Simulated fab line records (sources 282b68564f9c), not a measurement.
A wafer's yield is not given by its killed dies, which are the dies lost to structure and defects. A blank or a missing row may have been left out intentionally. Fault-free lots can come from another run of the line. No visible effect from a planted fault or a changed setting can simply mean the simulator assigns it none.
The tool behind it: which one?	flow rit_cmos	16 lots, 48 wafers sampled, at 5 steps of a route of 202

WHAT THE GAUGES READ, wafer by wafer
RIT_ACTIVE_THK_MEAS_04.
lot	measured	on	ACTIVE_NITRIDE_THK (nm)
L443	day 1 13:33	film_metro-04	150.9 151.9 150.8
L444	day 1 18:32	film_metro-01	147.7 148.4 148.0
L445	day 1 23:32	film_metro-01	150.8 150.9 151.6
L446	day 2 04:32	film_metro-04	149.9 148.4 150.4
L447	day 2 09:32	film_metro-04	149.2 150.2 149.3
L448	day 2 14:32	film_metro-01	149.6 151.1 148.4
L449	day 2 19:32	film_metro-03	149.4 150.4 149.5
L450	day 3 00:33	film_metro-04	148.1 148.5 150.1
L451	day 3 05:33	film_metro-01	149.0 149.6 149.4
L452	day 3 10:33	film_metro-03	146.6 146.7 146.2
L453	day 3 15:32	film_metro-03	149.8 150.2 148.9
L454	day 3 20:32	film_metro-04	147.2 147.1 147.1
L461	day 5 07:44	film_metro-01	149.3 149.9 149.7
L463	day 5 19:53	film_metro-04	147.0 146.3 147.5
L464	day 5 22:33	film_metro-04	148.2 148.2 147.5
L465	day 6 03:32	film_metro-04	148.8 148.2 148.6

RIT_FOX2_THK_MEAS_90.
lot	measured	on	FIELD_OXIDE_LEFT_1_THK (nm)
L443	day 1 19:42	film_metro-04	331 326 330
L444	day 2 01:28	film_metro-02	308 307 302
L445	day 2 05:15	film_metro-04	316 313 315
L446	day 2 11:10	film_metro-03	320 322 324
L447	day 2 15:13	film_metro-03	312 309 323
L448	day 2 22:02	film_metro-03	317 318 319
L449	day 3 01:58	film_metro-02	326 319 323
L450	day 3 06:46	film_metro-04	328 328 323
L451	day 3 11:47	film_metro-04	320 314 313
L452	day 3 16:16	film_metro-04	319 322 314
L453	day 3 21:16	film_metro-03	319 312 312
L454	day 4 02:19	film_metro-02	321 325 324
L461	day 5 13:23	film_metro-03	318 321 315
L463	day 6 01:44	film_metro-04	326 325 321
L464	day 6 04:32	film_metro-04	332 332 328
L465	day 6 09:11	film_metro-02	316 320 313

RIT_PWELL_OVL_MEAS_06.
lot	measured	on	PWELL_OVL (nm)
L443	day 1 22:19	overlay-02	1.5 -0.1 -0.4
L444	day 2 04:05	overlay-01	1.9 2.0 2.1
L445	day 2 07:59	overlay-01	0.1 1.2 0.4
L446	day 2 13:55	overlay-01	0.8 -1.2 -1.3
L447	day 2 17:49	overlay-01	0.5 1.1 1.4
L448	day 3 00:35	overlay-02	1.6 1.2 0.6
L449	day 3 04:31	overlay-02	-2.4 0.7 0.4
L450	day 3 09:32	overlay-02	0.5 0.5 0.7
L451	day 3 14:19	overlay-01	- - -
L452	day 3 18:45	overlay-02	- - -
L453	day 3 23:45	overlay-02	- - -
L454	day 4 04:59	overlay-02	- - -
L461	day 5 16:01	overlay-02	-1.0 -0.8 -0.4
L463	day 6 04:28	overlay-02	2.0 2.6 0.8
L464	day 6 07:23	overlay-02	-1.3 0.9 0.4
L465	day 6 11:48	overlay-02	0.6 1.3 1.2

WHICH TOOL RAN EACH LOT (tool, then ch and the chambers of the sampled wafers, then the start)
lot	RIT_ACTIVE_ETCH_13	RIT_PWELL_EXPOSE_03
L443	rie_diel-03 ch 1,3, day 1 14:53	iline_stepper-01 ch 0, day 1 21:54
L444	rie_diel-03 ch 0,2,3, day 1 19:43	iline_stepper-02 ch 0, day 2 03:40
L445	rie_diel-01 ch 0,1,2, day 2 00:43	iline_stepper-01 ch 0, day 2 07:34
L446	rie_diel-04 ch 0,1,2, day 2 05:43	iline_stepper-02 ch 0, day 2 13:29
L447	rie_diel-03 ch 1,2,3, day 2 10:43	iline_stepper-02 ch 0, day 2 17:23
L448	rie_diel-01 ch 0,3, day 2 15:43	iline_stepper-02 ch 0, day 3 00:09
L449	rie_diel-01 ch 0,2,3, day 2 20:50	iline_stepper-02 ch 0, day 3 04:01
L450	rie_diel-04 ch 0,1,2, day 3 01:50	iline_stepper-02 ch 0, day 3 09:08
L451	rie_diel-03 ch 0,2, day 3 06:47	iline_stepper-02 ch 0, day 3 13:55
L452	rie_diel-01 ch 1,2, day 3 11:43	iline_stepper-02 ch 0, day 3 18:21
L453	rie_diel-01 ch 0,1,3, day 3 16:43	iline_stepper-02 ch 0, day 3 23:20
L454	rie_diel-03 ch 0,1,2, day 3 21:51	iline_stepper-02 ch 0, day 4 04:31
L461	rie_diel-01 ch 0,1,3, day 5 08:55	iline_stepper-01 ch 0, day 5 15:35
L463	rie_diel-04 ch 0,1, day 5 21:11	iline_stepper-01 ch 0, day 6 04:04
L464	rie_diel-03 ch 0,1,2, day 5 23:50	iline_stepper-01 ch 0, day 6 06:59
L465	rie_diel-03 ch 0,3, day 6 04:43	iline_stepper-01 ch 0, day 6 11:22
- RIT_ACTIVE_ETCH_13: etches Si3N4 in SF6, stops on SiO2, time 210 s, target depth 210 nm.
- RIT_PWELL_EXPOSE_03: exposes mask M3, target cd 43700 nm.

WHAT THE TOOLS THEMSELVES READ (means of the sampled wafers that have a number; where no wafer has one, the mark that the record gives instead)
RIT_ACTIVE_ETCH_13.
lot	tool	chamber_pressure_mTorr (mTorr)	drypump_motor_current_A (A)	oes_product_au (a.u.)	throttle_valve_pct (%)
L443	rie_diel-03	260.03	5.4	0.820	7.55
L444	rie_diel-03	259.92	5.4	0.810	7.51
L445	rie_diel-01	259.91	5.7	0.836	7.66
L446	rie_diel-04	260.16	5.7	0.823	7.59
L447	rie_diel-03	259.98	5.1	0.807	7.50
L448	rie_diel-01	260.15	5.8	0.838	7.58
L449	rie_diel-01	259.89	5.9	0.831	7.51
L450	rie_diel-04	260.07	5.7	0.825	7.59
L451	rie_diel-03	259.94	5.4	0.821	7.53
L452	rie_diel-01	260.07	5.9	0.818	7.60
L453	rie_diel-01	259.92	5.8	0.828	7.60
L454	rie_diel-03	259.96	5.2	0.806	7.52
L461	rie_diel-01	259.97	5.8	0.830	7.59
L463	rie_diel-04	259.72	5.6	0.813	7.58
L464	rie_diel-03	260.09	5.1	0.809	7.52
L465	rie_diel-03	260.02	5.7	0.814	7.57

THE ANSWER, worked out from the rows above alone
Rule: the usual values come from the lots themselves. Put in order of their means at a reading, lots are off if they are a third of the lots or fewer, leave a main group of 4 or more, and stand apart from it by a gap of 3 or more times the standard deviation of the main group's means; of several such gaps the widest counts. A main group whose means are all the same, to the digits that the tables above print for the reading, isn't used. Also off: a lot with no number at a reading for which 4 or more lots have one. All remaining lots with rows at the step are treated as sound. Order of review: gauges by route order, followed by the tools' own readings, for which a lot's mean as printed above is used. At the first step where some lot is off, the reading lying furthest off is the one used; lots without a number count as furthest.
Off: L451, L452, L453, L454, at RIT_PWELL_OVL_MEAS_06 (PWELL_OVL). Without a number there: L451, L452, L453, L454. The main group has a mean of 0.6 nm with a standard deviation of 0.85.
A tool fits if, at a process step before that reading, it ran every lot that is off, and no sound lot after the first of them. Those tools and the gauges at RIT_PWELL_OVL_MEAS_06 are tried in the same way. One candidate fits, namely iline_stepper-02 at RIT_PWELL_EXPOSE_03. A fault onset in the window from L450 (day 3 09:08, its last sound lot) to L451 (day 3 13:55, its first lot off) fits.

WHAT WAS PUT IN BY THE SIMULATOR
Scanner matching overlay: iline_stepper-02, from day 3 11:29 on, at RIT_PWELL_EXPOSE_03. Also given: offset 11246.
Lots struck among those shown: L451, L452, L453, L454. Same finding as the rule above.
